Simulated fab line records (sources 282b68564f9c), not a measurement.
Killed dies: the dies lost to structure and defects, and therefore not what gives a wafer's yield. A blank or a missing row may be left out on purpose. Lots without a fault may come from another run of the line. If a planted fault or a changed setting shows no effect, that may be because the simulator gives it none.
What tool caused it?    flow rit cmos    Sampling: 7 lots, 21 wafers, 2 of 202 route steps

WHAT EACH GAUGE READ, for each wafer
RIT_PSD_TW_MEAS_10.
lot   measured     on             PSD_TW
L321  day 3 05:59  film metro-01  3416 3429 3420
L323  day 4 01:22  film metro-03  3425 3427 3416
L325  day 4 09:44  film metro-03  3536 3508 3523
L328  day 4 23:23  film metro-01  3532 3530 3529
L336  day 6 20:37  film metro-03  3378 3392 3379
L338  day 7 02:05  film metro-04  3411 3416 3406
L343  day 7 21:29  film metro-04  3416 3407 3419

WHICH TOOL RAN EACH LOT (tool, then ch and the chambers of the sampled wafers, then the start)
lot   RIT_PSD_IMPLANT_08
L321  implanter-04 ch 0, day 3 05:40
L323  implanter-02 ch 0, day 4 01:03
L325  implanter-02 ch 0, day 4 09:24
L328  implanter-02 ch 0, day 4 23:04
L336  implanter-04 ch 0, day 6 20:19
L338  implanter-04 ch 0, day 7 01:46
L343  implanter-02 ch 0, day 7 21:11
- RIT_PSD_IMPLANT_08

THE ANSWER, worked out from the rows above alone
Rule: what is usual is taken from the lots themselves. Put in order of their means at a reading, lots are off if they are a third of the lots or fewer, leave a main group of 4 or more, and stand apart from it by a gap of 3 or more times the standard deviation of the main group's means; of several such gaps the widest counts. Not used: any main group whose means are identical at the precision the tables above print for the reading. A lot without any number at a reading at which 4 lots or more have one is off too. The other lots that the step has rows for count as sound.
Off: at RIT_PSD_TW_MEAS_10 (PSD_TW), L325, L328. For the main group the mean is 3410 and the standard deviation 14.
If a tool, at a process step before that reading, ran all the lots that are off and no sound lot after the first of them, it fits. Gauges at RIT_PSD_TW_MEAS_10: tried the same way as those tools. Not one of the candidates tried fits.

WHAT WAS PUT IN BY THE SIMULATOR
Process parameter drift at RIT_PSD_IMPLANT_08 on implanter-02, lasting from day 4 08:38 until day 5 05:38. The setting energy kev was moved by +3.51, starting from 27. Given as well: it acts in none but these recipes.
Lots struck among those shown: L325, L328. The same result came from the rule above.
